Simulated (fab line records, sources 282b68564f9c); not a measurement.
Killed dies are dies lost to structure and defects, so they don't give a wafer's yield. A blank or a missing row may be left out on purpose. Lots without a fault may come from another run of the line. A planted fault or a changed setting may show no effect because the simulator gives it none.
Split-lot experiment | flow rit_cmos | 5 lots, 23 wafers read, on a route of 202 steps

THE SPLIT
At RIT_M1_SPUTTER_00 (material Al, target thk 400 nm, time 500 s), the setting time_s was moved away from the recipe's 500 s on 4 of the 23 wafers read, by -12.6% to +10.2%. The other wafers ran this setting at the recipe's value.

FROM THE SPLIT TO THE READING: what the file shows between them, 1 step
- RIT_M1_RS_MEAS_01: measures by four-point-probe

THE READING
M1_AL_THK, in nm, at RIT_M1_THK_MEAS_02 (measures by xrf). Fault-free wafers of this fab line usually give 406 nm, standard deviation 4.5 nm.

wafer  | tool, chamber at the split | time_s as run, s | against the recipe | M1_AL_THK, nm | against lot-mates on the recipe
L074.1 | pvd_sputter-01, -          | 500              | recipe             | 411           | -
L074.2 | pvd_sputter-01, -          | 500              | recipe             | 413           | -
L074.3 | pvd_sputter-01, -          | 500              | recipe             | 415           | -
L074.4 | pvd_sputter-01, -          | 500              | recipe             | 411           | -
L074.6 | pvd_sputter-01, -          | 500              | recipe             | 412           | -
L075.2 | pvd_sputter-03, -          | 500              | recipe             | 404           | -
L075.3 | pvd_sputter-03, -          | 500              | recipe             | 399           | -
L075.5 | pvd_sputter-03, -          | 500              | recipe             | 401           | -
L076.1 | pvd_sputter-01, -          | 437              | -12.6%             | 364           | -49
L076.3 | pvd_sputter-01, -          | 437              | -12.6%             | 356           | -57
L076.4 | pvd_sputter-01, -          | 500              | recipe             | 413           | -
L076.5 | pvd_sputter-01, -          | 500              | recipe             | 411           | -
L076.6 | pvd_sputter-01, -          | 500              | recipe             | 414           | -
L077.1 | pvd_sputter-03, -          | 500              | recipe             | 401           | -
L077.2 | pvd_sputter-03, -          | 500              | recipe             | 406           | -
L077.3 | pvd_sputter-03, -          | 500              | recipe             | 406           | -
L077.5 | pvd_sputter-03, -          | 550.9            | +10.2%             | 450           | +46
L077.6 | pvd_sputter-03, -          | 550.9            | +10.2%             | 448           | +44
L083.1 | pvd_sputter-03, -          | 500              | recipe             | 400           | -
L083.2 | pvd_sputter-03, -          | 500              | recipe             | 400           | -
L083.4 | pvd_sputter-03, -          | 500              | recipe             | 400           | -
L083.5 | pvd_sputter-03, -          | 500              | recipe             | 403           | -
L083.6 | pvd_sputter-03, -          | 500              | recipe             | 404           | -

THE FIT
A straight line over all 23 wafers: M1_AL_THK changes by +3.89 nm for each +1% of time_s; r = +0.96; the points scatter about the line by 5.5 nm.
The same after taking each lot's own level away (the mean of its wafers on the recipe; 23 wafers): +4.26 nm for each +1%; r = +0.99; scatter 2.2 nm.
On that fit, the largest move of time_s shifts the reading by 54 nm.
The lots' own levels span 401.3 to 412.7 nm, that is 2.5 times the standard deviation above.
So the lot-to-lot level changes the slope little: the two slopes agree.
Check: with one of the wafers moved furthest among these (-12.6%) left out of the fit, the line predicts -56 nm for it against its lot-mates. It came out at -48.7 nm against them.

THE WHOLE CHAIN: every reading that the file lists as answering this split, in the file's order
step               | what it does                               | reading                                                                     | change (the file's fit)               | r (the file's)
RIT_M1_SPUTTER_00  | material Al, target thk 400 nm, time 500 s | Al_of_M1_SPUTTER_00.thk_nm (the simulator's own value, which no gauge read) | +4.09 nm for each +1% of the setting  | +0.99
RIT_M1_RS_MEAS_01  | measures by four-point-probe               | M1_AL_RS                                                                    | -0.000797 for each +1% of the setting | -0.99
RIT_M1_THK_MEAS_02 | measures by xrf                            | M1_AL_THK                                                                   | +4.25 for each +1% of the setting     | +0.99

THE FILE'S OWN FIT
M1_AL_THK changes by +4.25 nm for each +1% of time_s, r = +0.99.
